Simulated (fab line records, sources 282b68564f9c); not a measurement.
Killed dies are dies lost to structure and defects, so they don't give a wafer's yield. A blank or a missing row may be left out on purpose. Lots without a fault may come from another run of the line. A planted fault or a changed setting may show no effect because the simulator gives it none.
fab line records | flow rit_cmos
record lots=7 wafers=21 last_day=7
route steps=202 shown GATE@83 M1@202
lots that met no fault: from a run of the same line without faults
start_h: hours from the record's first day to the start of the lot's first wafer shown | wait_h: hours since the lot's step before | " the same as in the row above | L1.1+2: a row that stands for several wafers | - no value, or no start given | * or withheld: withheld | < > ~ a bound
route shown NAME@n: a module of which the file shows steps, and the number in the route of the first | usual: mean/standard deviation of fault-free wafers | same: alike in all rows | chamber/n: place in a boat | sites: the reading at each site | _std_site: their standard deviation | _edge_site: outer sites' mean less inner sites' | radius_mm: how far each site lies from the wafer's centre | mask NAME#n: copy n | behind: the tool/chamber that last shaped the wafer | hold: why the lot was held/for how many hours/how that ended | device: the transistor (n, p or np) that didn't switch | end of line: the same wafers' tests at the end of the route | a step without rows: its recipe alone | killed: dies lost to structure and defects at the first sort, not the wafer's yield | map: a wafer's dies, x killed, . not, _ none there
set.NAME: the setting as run; set.NAME@STEP: as run at that earlier step | model.NAME: the simulator's own value behind a step, which no gauge read
lots at some steps of the route; a table a step, a row a wafer
services: from which hour (start_h, from the record's first day; less than 0 if before it) a tool's chamber was out of use, for how many hours, and why
## steps
# step RIT_GATE_THK_MEAS_07
# recipe reads=SiO2_of_GATE_OXIDATION_05
# usual GATE_OXIDE_THK=3.00/0.062
# columns lot.wafer tool chamber start_h wait_h GATE_OXIDE_THK[nm]
L540.2 film_metro-04 - 79.70 0.0 3.04
L540.4 " - " " 3.09
L540.5 " - " " 3.04
L542.1 film_metro-04 - 87.06 0.0 2.99
L542.2 " - " " 2.98
L542.6 " - " " 3.06
L543.1 film_metro-01 - 93.12 0.0 3.13
L543.4 " - " " 3.14
L543.5 " - " " 3.17
L544.2 film_metro-04 - 98.45 0.0 2.99
L544.3 " - " " 2.93
L544.4 " - " " 2.96
L551.1 film_metro-01 - 129.91 0.0 3.00
L551.3 " - " " 2.98
L551.5 " - " " 3.01
L554.1 film_metro-03 - 147.82 0.0 2.92
L554.3 " - " " 2.87
L554.5 " - " " 3.03
L555.2 film_metro-04 - 150.59 0.0 2.97
L555.3 " - " " 3.00
L555.6 " - " " 2.95
# step RIT_GATE_CVD_08
# recipe material=poly-Si target_thk_nm=250 temp_c=610 precursor=SiH4 time_s=2220 pressure_mtorr=300 sih4_flow_sccm=100
# step RIT_GATE_THK_MEAS_09
# recipe reads=poly-Si_of_GATE_CVD_08
# usual GATE_POLY_THK=249.3/2.4
# columns lot.wafer tool chamber start_h wait_h GATE_POLY_THK[nm]
L540.2 film_metro-04 - 82.28 0.0 250.2
L540.4 " - " " 250.3
L540.5 " - " " 249.3
L542.1 film_metro-04 - 90.61 0.0 248.7
L542.2 " - " " 249.2
L542.6 " - " " 248.2
L543.1 film_metro-04 - 94.79 0.0 252.9
L543.4 " - " " 251.7
L543.5 " - " " 250.5
L544.2 film_metro-01 - 100.37 0.0 248.3
L544.3 " - " " 246.0
L544.4 " - " " 246.3
L551.1 film_metro-01 - 131.59 0.0 247.6
L551.3 " - " " 246.7
L551.5 " - " " 247.0
L554.1 film_metro-04 - 149.50 0.0 254.1
L554.3 " - " " 251.8
L554.5 " - " " 253.0
L555.2 film_metro-01 - 152.26 0.0 253.1
L555.3 " - " " 254.7
L555.6 " - " " 250.2
# step RIT_GATE_HMDS_10
# recipe prime_time_s=60 prime_temp_c=140
# step RIT_GATE_COAT_11
# recipe resist=NOVOLAK spin_rpm=4250 resist_thk_nm=850
# step RIT_GATE_SOFTBAKE_12
# recipe resist=NOVOLAK temp_c=90 time_s=60
# step RIT_GATE_EXPOSE_13
# recipe mask_id=M6 na=0.6 source_shape=conventional sigma_outer=0.6 target_cd_nm=150 dose_mj=380
# step RIT_GATE_PEB_14
# recipe resist=NOVOLAK temp_c=withheld time_s=withheld
# step RIT_GATE_DEVELOP_15
# recipe resist=NOVOLAK develop_time_s=50 dev_temp_c=21.83
# step RIT_GATE_CD_MEAS_16
# recipe target_cd_nm=150
# usual cd_nm=150.0/2.1
# columns lot.wafer tool chamber start_h wait_h cd_nm
L540.2 cd_sem-01 - 83.20 - 150.7
L540.4 " - " " 154.3
L540.5 " - " " 149.2
L542.1 cd_sem-02 - 91.52 - 146.1
L542.2 " - " " 147.7
L542.6 " - " " 145.5
L543.1 cd_sem-01 - 95.70 - 149.8
L543.4 " - " " 150.3
L543.5 " - " " 148.5
L544.2 cd_sem-01 - 101.29 - 148.4
L544.3 " - " " 152.3
L544.4 " - " " 149.4
L551.1 cd_sem-02 - 132.50 - 149.4
L551.3 " - " " 147.3
L551.5 " - " " 148.4
L554.1 cd_sem-01 - 150.64 - 146.1
L554.3 " - " " 147.1
L554.5 " - " " 148.1
L555.2 cd_sem-01 - 153.31 - 149.5
L555.3 " - " " 150.9
L555.6 " - " " 150.5
# step RIT_GATE_OVL_MEAS_17
# usual GATE_OVL=-0.9/1.4
# columns lot.wafer tool chamber start_h wait_h GATE_OVL[nm]
L540.2 overlay-01 - 83.31 0.1 0.1
L540.4 " - " " -0.4
L540.5 " - " " -1.1
L542.1 overlay-01 - 91.64 0.1 -2.0
L542.2 " - " " -1.5
L542.6 " - " " -1.0
L543.1 overlay-02 - 95.82 0.1 -1.3
L543.4 " - " " 0.0
L543.5 " - " " -1.7
L544.2 overlay-02 - 101.39 0.1 -0.8
L544.3 " - " " 1.8
L544.4 " - " " 0.5
L551.1 overlay-01 - 132.62 0.1 -1.0
L551.3 " - " " -0.7
L551.5 " - " " -0.4
L554.1 overlay-01 - 150.76 0.1 -1.5
L554.3 " - " " 0.4
L554.5 " - " " -1.2
L555.2 overlay-02 - 153.42 0.1 -1.1
L555.3 " - " " -0.3
L555.6 " - " " -0.5
# step RIT_GATE_HARDBAKE_18
# recipe resist=NOVOLAK temp_c=140 time_s=60
# step RIT_GATE_ETCH_19
# recipe chemistry=SF6/CHF3/O2 time_s=172.7 SF6_flow_sccm=30 CHF3_flow_sccm=30 O2_flow_sccm=5 target=poly-Si pressure_mtorr=40 rf_w=160 target_depth_a=3125 over_etch_frac=0.25 stop_on=SiO2
# usual CHF3_flow_sccm=30.02/0.093 O2_flow_sccm=5.002/0.016 SF6_flow_sccm=30.00/0.1 drypump_motor_current_A=5.8/0.62 he_backside_leak_sccm=2.9/0.51 oes_product_au=0.845/0.011 throttle_valve_pct=10.22/0.12
# columns lot.wafer tool chamber start_h wait_h CHF3_flow_sccm O2_flow_sccm SF6_flow_sccm drypump_motor_current_A he_backside_leak_sccm oes_product_au rf_hours_counter_h throttle_valve_pct model.NOVOLAK_of_GATE_COAT_11.thk_nm model.SiO2_of_FOX2_OXIDATION_00.thk_nm
L540.2 rie_si-02 0 83.49 0.1 29.95 4.984 30.04 6.4 2.9 0.832 25 10.56 662.1 247.6
L540.4 " 3 " " 30.27 5.012 29.95 6.3 2.3 0.859 2 10.18 669.5 248
L540.5 " 1 " " 30.07 4.991 29.96 5.2 2.3 0.844 - 10.05 664.8 245.1
L542.1 rie_si-02 2 91.82 0.1 - - - - - - - - 749.3 262
L542.2 " 0 " " - - - - - - - - 747.7 264.6
L542.6 " 1 " " - - - - - - - - 748.8 257.5
L543.1 rie_si-01 3 96.01 0.1 - - - - - - - - 748.8 246.8
L543.4 " 0 " " - - - - - - - - 748.8 252.5
L543.5 " 1 " " - - - - - - - - 748.5 255.5
L544.2 rie_si-02 0 101.58 0.1 - - - - - - - - 752.5 261.9
L544.3 " 2 " " - - - - - - - - 751.8 266
L544.4 " 3 " " - - - - - - - - 754.1 257
L551.1 rie_si-01 3 132.80 0.1 30.07 4.976 30.02 5.7 3.5 0.846 143 10.20 664.7 241.2
L551.3 " 1 " " 30.12 4.988 29.96 6.8 3.1 0.843 66 10.18 662.3 245.4
L551.5 " 2 " " 29.91 4.980 29.91 5.0 3.1 0.836 - 10.23 664.7 245.3
L554.1 rie_si-02 3 150.95 0.1 29.98 5.004 30.05 6.3 2.3 0.870 2 10.20 667.2 246.5
L554.3 " 2 " " 30.04 4.995 29.91 6.0 3.6 0.842 70 10.22 666.2 245.5
L554.5 " 3 " " 30.16 5.004 30.08 6.3 2.3 0.869 - 10.20 669.2 245.1
L555.2 rie_si-01 2 153.60 0.1 30.05 5.003 30.05 5.0 3.2 0.850 127 10.23 659.5 248.6
L555.3 " 1 " " 29.75 4.996 29.94 6.8 3.2 0.862 66 10.22 663.3 248.7
L555.6 " 0 " " 30.07 5.009 30.00 5.1 2.3 0.848 - 10.18 663 248.2
# step RIT_GATE_STRIP_20
# recipe chemistry=O2 time_s=180 resist=NOVOLAK platen_temp_c=withheld power_w=500 pressure_mtorr=4000 o2_flow_sccm=4000
# usual drypump_motor_current_A=5.8/0.56
# columns lot.wafer tool chamber start_h wait_h drypump_motor_current_A rf_hours_counter_h
L540.2 plasma_asher-01 0 83.60 0.1 5.8 28
L540.4 " 0 " " 5.8 -
L540.5 " 1 " " 5.1 -
L542.1 plasma_asher-01 1 91.93 0.1 5.1 29
L542.2 " 0 " " 5.8 29
L542.6 " 1 " " 5.1 -
L543.1 plasma_asher-01 1 96.12 0.1 5.1 30
L543.4 " 1 " " 5.1 -
L543.5 " 0 " " 5.8 -
L544.2 plasma_asher-01 1 101.69 0.1 5.1 30
L544.3 " 1 " " 5.1 -
L544.4 " 0 " " 5.8 -
L551.1 plasma_asher-04 0 132.91 0.1 5.8 51
L551.3 " 1 " " 6.9 -
L551.5 " 1 " " 6.8 -
L554.1 plasma_asher-04 1 151.06 0.1 6.9 53
L554.3 " 1 " " 6.9 -
L554.5 " 0 " " 5.8 -
L555.2 plasma_asher-01 0 153.70 0.1 5.8 37
L555.3 " 0 " " 5.8 -
L555.6 " 0 " " 5.8 -
# step RIT_GATE_CD_MEAS_90
# recipe target_cd_nm=150
# usual cd_nm=149.9/2.1
# columns lot.wafer tool chamber start_h wait_h cd_nm
L540.2 cd_sem-01 - 83.79 0.1 150.4
L540.4 " - " " 154.2
L540.5 " - " " 148.7
L542.1 cd_sem-02 - 92.11 0.1 -
L542.2 " - " " -
L542.6 " - " " -
L543.1 cd_sem-01 - 96.29 0.1 -
L543.4 " - " " -
L543.5 " - " " -
L544.2 cd_sem-01 - 101.88 0.1 -
L544.3 " - " " -
L544.4 " - " " -
L551.1 cd_sem-01 - 133.09 0.1 149.1
L551.3 " - " " 147.6
L551.5 " - " " 147.8
L554.1 cd_sem-02 - 151.23 0.1 146.6
L554.3 " - " " 147.8
L554.5 " - " " 147.6
L555.2 cd_sem-02 - 153.90 0.1 148.9
L555.3 " - " " 150.8
L555.6 " - " " 149.9
# step RIT_M1_PROBE_99
# usual killed_at_front_end=7.1/2.7 killed_dies=7.2/2.7 killed_on_rim=1.9/1.2 killed_open=3.5/1.9 killed_short=3.6/1.9
# same gross_dies=264 killed_at_M0_to_M3=0 killed_at_M4_up=0 killed_at_back_side=0 killed_at_contacts=0 killed_at_other=0
# columns lot.wafer tool chamber start_h wait_h killed_at_front_end killed_dies killed_on_rim killed_open killed_short
L540.2 prober-02 - 103.27 0.1 4 4 2 1 3
L540.4 prober-02 - 103.37 0.2 3 3 0 1 2
L540.5 prober-02 - 103.42 0.2 8 8 2 6 2
L542.1 prober-02 - 112.45 0.1 264 264 70 6 1
L542.2 prober-02 - 112.50 0.1 264 264 70 5 0
L542.6 prober-02 - 112.70 0.2 264 264 70 1 6
L543.1 prober-01 - 116.60 0.1 264 264 70 4 4
L543.4 prober-01 - 116.75 0.2 264 264 70 1 2
L543.5 prober-01 - 116.80 0.2 264 264 70 4 4
L544.2 prober-02 - 121.89 0.1 264 264 70 2 1
L544.3 prober-02 - 121.94 0.2 264 264 70 3 2
L544.4 prober-02 - 121.99 0.2 264 264 70 5 4
L551.1 prober-01 - 153.75 0.1 9 9 2 5 4
L551.3 prober-01 - 153.85 0.2 4 4 2 2 2
L551.5 prober-01 - 153.95 0.2 9 9 2 2 7
L554.1 prober-02 - 171.82 0.1 6 6 1 3 3
L554.3 prober-02 - 171.92 0.2 7 7 4 6 1
L554.5 prober-02 - 172.02 0.2 1 1 0 0 1
L555.2 prober-01 - 173.37 0.1 11 11 1 4 7
L555.3 prober-01 - 173.42 0.2 9 9 3 4 5
L555.6 prober-01 - 173.57 0.2 8 8 1 5 3
# killed by level:class
L540.2 GATE:geometric_particle:short=2 SPACER:geometric_particle:short=1 SPACER:geometric_particle:open=1
L540.4 FOX1:geometric_particle:short=1 GATE:geometric_particle:open=1 SPACER:geometric_particle:short=1
L540.5 SILICIDE:geometric_particle:open=2 FOX1:geometric_particle:open=1 FOX2:geometric_particle:open=1 GATE:geometric_particle:short=1 GATE:geometric_particle:open=1 SPACER:geometric_particle:short=1 SPACER:geometric_particle:open=1
L542.1 GATE:area_etch=257 FOX1:geometric_particle:open=2 SPACER:geometric_particle:open=2 GATE:geometric_particle:open=1 SILICIDE:geometric_particle:open=1 SILICIDE:geometric_particle:short=1
L542.2 GATE:area_etch=259 FOX1:geometric_particle:open=3 GATE:geometric_particle:open=1 SPACER:geometric_particle:open=1
L542.6 GATE:area_etch=257 GATE:geometric_particle:short=4 FOX1:geometric_particle:short=1 GATE:geometric_particle:open=1 SPACER:geometric_particle:short=1
L543.1 GATE:area_etch=256 FOX1:geometric_particle:short=2 SPACER:geometric_particle:open=2 FOX1:geometric_particle:open=1 GATE:geometric_particle:short=1 REOX:geometric_particle:short=1 SILICIDE:geometric_particle:open=1
L543.4 GATE:area_etch=261 FOX1:geometric_particle:short=1 SPACER:geometric_particle:short=1 SILICIDE:geometric_particle:open=1
L543.5 GATE:area_etch=255 FOX1:geometric_particle:open=3 FOX1:geometric_particle:short=2 GATE:geometric_particle:short=2 SILICIDE:geometric_particle:open=1 PRETRO:coat_microbubble_printed=1
L544.2 GATE:area_etch=261 FOX1:geometric_particle:open=1 GATE:geometric_particle:open=1 SILICIDE:geometric_particle:short=1
L544.3 GATE:area_etch=259 REOX:geometric_particle:open=2 GATE:geometric_particle:open=1 GATE:geometric_particle:short=1 REOX:geometric_particle:short=1
L544.4 GATE:area_etch=255 SILICIDE:geometric_particle:open=3 FOX1:geometric_particle:short=2 FOX1:geometric_particle:open=1 GATE:geometric_particle:short=1 REOX:geometric_particle:short=1 REOX:geometric_particle:open=1
L551.1 FOX1:geometric_particle:open=3 FOX1:geometric_particle:short=1 FOX2:geometric_particle:short=1 GATE:geometric_particle:open=1 GATE:geometric_particle:short=1 REOX:geometric_particle:short=1 SILICIDE:geometric_particle:open=1
L551.3 FOX1:geometric_particle:open=1 FOX1:geometric_particle:short=1 REOX:geometric_particle:short=1 SILICIDE:geometric_particle:open=1
L551.5 FOX1:geometric_particle:short=3 FOX1:geometric_particle:open=1 FOX2:geometric_particle:short=1 GATE:geometric_particle:short=1 GATE:geometric_particle:open=1 SPACER:geometric_particle:short=1 SILICIDE:geometric_particle:short=1
L554.1 SPACER:geometric_particle:short=2 FOX2:geometric_particle:open=1 GATE:geometric_particle:open=1 REOX:geometric_particle:short=1 SPACER:geometric_particle:open=1
L554.3 GATE:geometric_particle:open=4 FOX1:geometric_particle:open=1 REOX:geometric_particle:open=1 SPACER:geometric_particle:short=1
L554.5 REOX:geometric_particle:short=1
L555.2 GATE:geometric_particle:short=4 SPACER:geometric_particle:short=2 SPACER:geometric_particle:open=2 SILICIDE:geometric_particle:open=2 FOX1:geometric_particle:short=1
L555.3 REOX:geometric_particle:short=4 REOX:geometric_particle:open=3 FOX1:geometric_particle:open=1 SILICIDE:geometric_particle:short=1
L555.6 GATE:geometric_particle:short=2 GATE:geometric_particle:open=2 REOX:geometric_particle:open=2 SILICIDE:geometric_particle:open=1 SILICIDE:geometric_particle:short=1
# map L542.1 (x killed, . not)
________xxxxxxx_______
_____xxxxxxxxxxxxx____
____xxxxxxxxxxxxxxx___
___xxxxxxxxxxxxxxxxx__
__xxxxxxxxxxxxxxxxxxx_
__xxxxxxxxxxxxxxxxxxx_
_xxxxxxxxxxxxxxxxxxxxx
_xxxxxxxxxxxxxxxxxxxxx
_xxxxxxxxxxxxxxxxxxxxx
_xxxxxxxxxxxxxxxxxxxxx
__xxxxxxxxxxxxxxxxxxx_
__xxxxxxxxxxxxxxxxxxx_
___xxxxxxxxxxxxxxxxx__
____xxxxxxxxxxxxxxx___
_____xxxxxxxxxxxxx____
________xxxxxxx_______
# map L543.1 (x killed, . not)
________xxxxxxx_______
_____xxxxxxxxxxxxx____
____xxxxxxxxxxxxxxx___
___xxxxxxxxxxxxxxxxx__
__xxxxxxxxxxxxxxxxxxx_
__xxxxxxxxxxxxxxxxxxx_
_xxxxxxxxxxxxxxxxxxxxx
_xxxxxxxxxxxxxxxxxxxxx
_xxxxxxxxxxxxxxxxxxxxx
_xxxxxxxxxxxxxxxxxxxxx
__xxxxxxxxxxxxxxxxxxx_
__xxxxxxxxxxxxxxxxxxx_
___xxxxxxxxxxxxxxxxx__
____xxxxxxxxxxxxxxx___
_____xxxxxxxxxxxxx____
________xxxxxxx_______
## services
# columns tool chamber start_h hours kind
rie_si-01 - 68.70 0.4 repair
rie_si-02 1 93.27 1.1 repair
rie_si-01 0 125.75 - clean
rie_si-01 0 125.75 14.6 scheduled_down
rie_si-01 0 125.75 14.6 vent_cycle
rie_si-02 0 130.83 4.8 repair
rie_si-02 0 136.24 5.9 repair
rie_si-01 3 145.45 - clean
rie_si-01 3 145.45 21.2 scheduled_down
rie_si-01 3 145.45 21.2 vent_cycle
## key
first_sign step=RIT_GATE_ETCH_19 reading=tool_record direction=missing
effect step=RIT_GATE_CD_MEAS_90 reading=cd_nm direction=missing
effect step=RIT_M1_PROBE_99 reading=killed_at_front_end direction=up sigmas=95 usual=7.1 struck=264
model_effect step=RIT_GATE_ETCH_19 value=NOVOLAK_of_GATE_COAT_11.thk_nm without=661.3 struck=750
more_kills_born_at RIT_GATE_ETCH_19@rie_si-02=1548 RIT_GATE_ETCH_19@rie_si-01=772
met_at RIT_GATE_ETCH_19
struck_wafers L542.1,L542.2,L542.6,L543.1,L543.4,L543.5,L544.2,L544.3,L544.4
later_rows_left_out L542.1,L542.2,L542.6,L543.1,L543.4,L543.5,L544.2,L544.3,L544.4
tester_left_out L542,L543,L544
onset_between 83.49 91.82
fault kind=skipped_step_whole tool=rie_si-01,rie_si-02 chamber=- onset_h=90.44 steps=RIT_GATE_ETCH_19 scope=struck_lots_only
# tester_left_out: of these lots the tester's yield and bins aren't shown, on N5 and GAA mostly nor the transistor test; their killed dies are dies lost to structure and defects alone, not to doping, threshold or leakage, so they don't give the yield
# later_rows_left_out: the simulator's readings of these wafers behind a module that went badly wrong aren't trusted and aren't shown, but for the sort
